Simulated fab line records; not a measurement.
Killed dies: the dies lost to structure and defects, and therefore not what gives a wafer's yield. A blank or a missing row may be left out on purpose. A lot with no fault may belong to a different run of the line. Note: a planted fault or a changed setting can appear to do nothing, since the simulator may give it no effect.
Which tool is to blame? | flow berkeley_cmos170 | Sampling: 14 lots, 42 wafers, 4 of 331 route steps

## WHAT THE GAUGES SHOWED, per wafer
Not one reading of a measure or inspect step in the record can be checked against a usual standard deviation.

## EACH LOT AND THE TOOL THAT RAN IT (in order: tool; ch and the chambers of the sampled wafers; start)
lot  | UCB170_NWELL_ETCH_13              | UCB170_PFIELD_STRIP_08              | UCB170_FIELD_OXIDATION_01    | UCB170_NLDD_STRIP_10
L687 | rie_diel-04 ch 1,2, day 2 02:43   | plasma_asher-03 ch 0,1, day 4 04:05 | furnace-04 ch 0, day 4 07:27 | plasma_asher-03 ch 0,1, day 6 00:47
L688 | rie_diel-03 ch 1,2,3, day 2 09:57 | plasma_asher-03 ch 0,1, day 4 13:28 | furnace-02 ch 0, day 4 17:08 | plasma_asher-02 ch 0,1, day 6 12:40
L689 | rie_diel-04 ch 1,2,3, day 2 21:20 | plasma_asher-04 ch 0,1, day 5 02:26 | furnace-03 ch 0, day 5 05:05 | plasma_asher-03 ch 0,1, day 7 02:28
L690 | rie_diel-02 ch 0,2,3, day 3 04:31 | plasma_asher-04 ch 0,1, day 5 11:35 | furnace-04 ch 0, day 5 14:59 | plasma_asher-03 ch 0,1, day 7 17:11
L692 | rie_diel-02 ch 0,1,2, day 3 10:48 | plasma_asher-04 ch 0, day 5 15:58   | furnace-03, day 5 20:02      | -
L691 | rie_diel-03 ch 0,2, day 3 10:50   | plasma_asher-03 ch 0,1, day 5 16:14 | furnace-03, day 5 20:02      | -
L693 | rie_diel-02 ch 1,3, day 3 18:35   | plasma_asher-03 ch 0,1, day 5 20:48 | furnace-03 ch 0, day 6 00:32 | plasma_asher-04 ch 0,1, day 8 02:08
L700 | rie_diel-04 ch 0,3, day 5 05:28   | plasma_asher-04 ch 0,1, day 7 10:29 | furnace-03 ch 0, day 7 14:50 | plasma_asher-03 ch 0,1, day 9 09:00
L701 | rie_diel-02 ch 0,2, day 5 07:40   | plasma_asher-03 ch 0,1, day 7 10:50 | furnace-03 ch 0, day 7 14:50 | plasma_asher-02 ch 0,1, day 9 10:00
L702 | rie_diel-04 ch 0,2,3, day 5 07:56 | plasma_asher-01 ch 0,1, day 7 10:41 | furnace-03 ch 0, day 7 14:50 | plasma_asher-02 ch 0,1, day 9 09:43
L703 | rie_diel-03 ch 0,1,3, day 5 17:59 | plasma_asher-04 ch 0,1, day 8 04:25 | furnace-04 ch 0, day 8 07:05 | plasma_asher-02 ch 0,1, day 10 07:28
L706 | rie_diel-03 ch 0,1, day 6 05:05   | plasma_asher-01 ch 0,1, day 8 06:20 | furnace-04 ch 0, day 8 07:05 | plasma_asher-02 ch 0,1, day 10 02:31
L707 | rie_diel-02 ch 0,2,3, day 6 10:42 | plasma_asher-03 ch 0,1, day 8 05:52 | furnace-04 ch 0, day 8 07:05 | plasma_asher-03 ch 0,1, day 10 07:22
L709 | rie_diel-04 ch 1,2,3, day 6 20:36 | plasma_asher-03 ch 0,1, day 9 01:59 | furnace-03 ch 0, day 9 03:20 | plasma_asher-02 ch 0,1, day 10 23:20
- UCB170_NWELL_ETCH_13: etches Si3N4 in CH3F/Ar/O2, stops on SiO2, target depth 246.4 nm, time 154 s.
- UCB170_PFIELD_STRIP_08: strips in O2.
- UCB170_FIELD_OXIDATION_01: target thk 558.3 nm, ox time 7200 s.
- UCB170_NLDD_STRIP_10: strips in O2.

## AS READ BY THE TOOLS THEMSELVES (means over the sampled wafers that have a number; for cases with no such wafer, the mark the record gives instead)
UCB170_NWELL_ETCH_13. Usual: CH3F_flow_sccm 20.00 sccm, standard deviation 0.055; drypump_motor_current_A 5.6 A, standard deviation 0.49; oes_product_au 0.943 a.u., standard deviation 0.013; throttle_valve_pct 8.09 %, standard deviation 0.11.
lot  | tool        | CH3F_flow_sccm (sccm) | drypump_motor_current_A (A) | oes_product_au (a.u.) | throttle_valve_pct (%) | flag
L687 | rie_diel-04 | 20.00                 | 5.4                         | 0.932                 | 8.05                   |
L688 | rie_diel-03 | 20.03                 | 5.8                         | 0.949                 | 8.09                   |
L689 | rie_diel-04 | 19.97                 | 5.6                         | 0.952                 | 8.07                   |
L690 | rie_diel-02 | 19.97                 | 5.7                         | 0.944                 | 8.06                   |
L692 | rie_diel-02 | 20.03                 | 5.2                         | 0.945                 | 8.14                   |
L691 | rie_diel-03 | 20.04                 | 5.6                         | 0.942                 | 8.24                   |
L693 | rie_diel-02 | 20.04                 | 6.1                         | 0.940                 | 8.06                   |
L700 | rie_diel-04 | 20.00                 | 5.8                         | 0.945                 | 8.02                   |
L701 | rie_diel-02 | 19.98                 | 5.3                         | 0.952                 | 8.14                   |
L702 | rie_diel-04 | 19.97                 | 5.6                         | 0.952                 | 8.05                   |
L703 | rie_diel-03 | 20.00                 | 5.8                         | 0.932                 | 8.14                   |
L706 | rie_diel-03 | 20.00                 | 5.9                         | 0.936                 | 8.21                   |
L707 | rie_diel-02 | 20.04                 | 5.7                         | 0.944                 | 8.06                   |
L709 | rie_diel-04 | 20.02                 | 5.6                         | 0.951                 | 8.06                   |

UCB170_PFIELD_STRIP_08. Usual: drypump_motor_current_A 6.0 A, standard deviation 0.39; oes_product_au 0.735 a.u., standard deviation 0.004; strip_time_to_endpoint_s 21.63 s, standard deviation 0.049.
lot  | tool            | drypump_motor_current_A (A) | oes_product_au (a.u.) | strip_time_to_endpoint_s (s) | flag
L687 | plasma_asher-03 | 6.3                         | 0.737                 | 21.57                        |
L688 | plasma_asher-03 | 6.3                         | 0.736                 | 21.62                        |
L689 | plasma_asher-04 | 5.9                         | 0.734                 | 21.66                        |
L690 | plasma_asher-04 | 5.9                         | 0.735                 | 21.61                        |
L692 | plasma_asher-04 | 5.6                         | 0.732                 | 21.61                        |
L691 | plasma_asher-03 | 6.3                         | 0.730                 | 21.60                        |
L693 | plasma_asher-03 | 6.3                         | 0.739                 | 21.64                        |
L700 | plasma_asher-04 | 5.9                         | 0.733                 | 21.63                        |
L701 | plasma_asher-03 | 6.1                         | 0.737                 | 21.66                        |
L702 | plasma_asher-01 | 5.2                         | 0.732                 | 21.68                        |
L703 | plasma_asher-04 | 5.9                         | 0.736                 | 21.63                        |
L706 | plasma_asher-01 | 5.4                         | 0.733                 | 21.66                        |
L707 | plasma_asher-03 | 6.2                         | 0.736                 | 21.71                        |
L709 | plasma_asher-03 | 6.3                         | 0.737                 | 21.62                        |

UCB170_FIELD_OXIDATION_01. Usual: ox_temp_c 999.9 C, standard deviation 0.39; ox_temp_c_max 1005.2, standard deviation 1.1.
lot  | tool       | ox_temp_c (C) | ox_temp_c_max | flag
L687 | furnace-04 | 999.6         | 1004.0        |
L688 | furnace-02 | 999.7         | 1007.0        |
L689 | furnace-03 | 1000.2        | 1005.6        |
L690 | furnace-04 | 1000.1        | 1005.2        |
L692 | furnace-03 | -             | -             | OFF
L691 | furnace-03 | -             | -             | OFF
L693 | furnace-03 | 1000.0        | 1004.6        |
L700 | furnace-03 | 1000.0        | 1004.9        |
L701 | furnace-03 | 1000.0        | 1004.9        |
L702 | furnace-03 | 999.8         | 1005.3        |
L703 | furnace-04 | 999.5         | 1004.4        |
L706 | furnace-04 | 999.8         | 1004.8        |
L707 | furnace-04 | 999.8         | 1004.3        |
L709 | furnace-03 | 1000.1        | 1004.3        |

UCB170_NLDD_STRIP_10. Usual: drypump_motor_current_A 5.7 A, standard deviation 0.61; oes_product_au 0.734 a.u., standard deviation 0.0044; strip_time_to_endpoint_s 21.64 s, standard deviation 0.059.
lot  | tool            | drypump_motor_current_A (A) | oes_product_au (a.u.) | strip_time_to_endpoint_s (s) | flag
L687 | plasma_asher-03 | 6.3                         | 0.739                 | 21.64                        |
L688 | plasma_asher-02 | 5.2                         | 0.734                 | 21.56                        |
L689 | plasma_asher-03 | 6.3                         | 0.733                 | 21.69                        |
L690 | plasma_asher-03 | 6.3                         | 0.735                 | 21.60                        |
L693 | plasma_asher-04 | 5.9                         | 0.733                 | 21.66                        |
L700 | plasma_asher-03 | 6.3                         | 0.734                 | 21.67                        |
L701 | plasma_asher-02 | 5.6                         | 0.734                 | 21.65                        |
L702 | plasma_asher-02 | 5.2                         | 0.731                 | 21.60                        |
L703 | plasma_asher-02 | 5.2                         | 0.735                 | 21.56                        |
L706 | plasma_asher-02 | 5.6                         | 0.738                 | 21.70                        |
L707 | plasma_asher-03 | 6.3                         | 0.731                 | 21.59                        |
L709 | plasma_asher-02 | 5.6                         | 0.735                 | 21.64                        |

## THE ANSWER, worked out from the rows above alone
Rule: a lot is off if the mean of its wafers that have a number lies more than 3 standard deviations from the usual mean. Also off: a lot with no number at a reading for which 4 or more lots have one. All remaining lots with rows at the step are treated as sound. Order of review: gauges by route order, followed by the tools' own readings, for which a lot's mean as printed above is used. The first step at which some lot is off is used, and at that step the reading that is off furthest; a lot without a number counts as furthest.
Off: L692, L691, at UCB170_FIELD_OXIDATION_01 (ox_temp_c). Without a number there: L692, L691.
A tool fits if, at that step or a process step before it, it ran every lot that is off, and no sound lot after the first of them. Not one of the candidates tried fits.

## WHAT HAD BEEN PUT IN BY THE SIMULATOR
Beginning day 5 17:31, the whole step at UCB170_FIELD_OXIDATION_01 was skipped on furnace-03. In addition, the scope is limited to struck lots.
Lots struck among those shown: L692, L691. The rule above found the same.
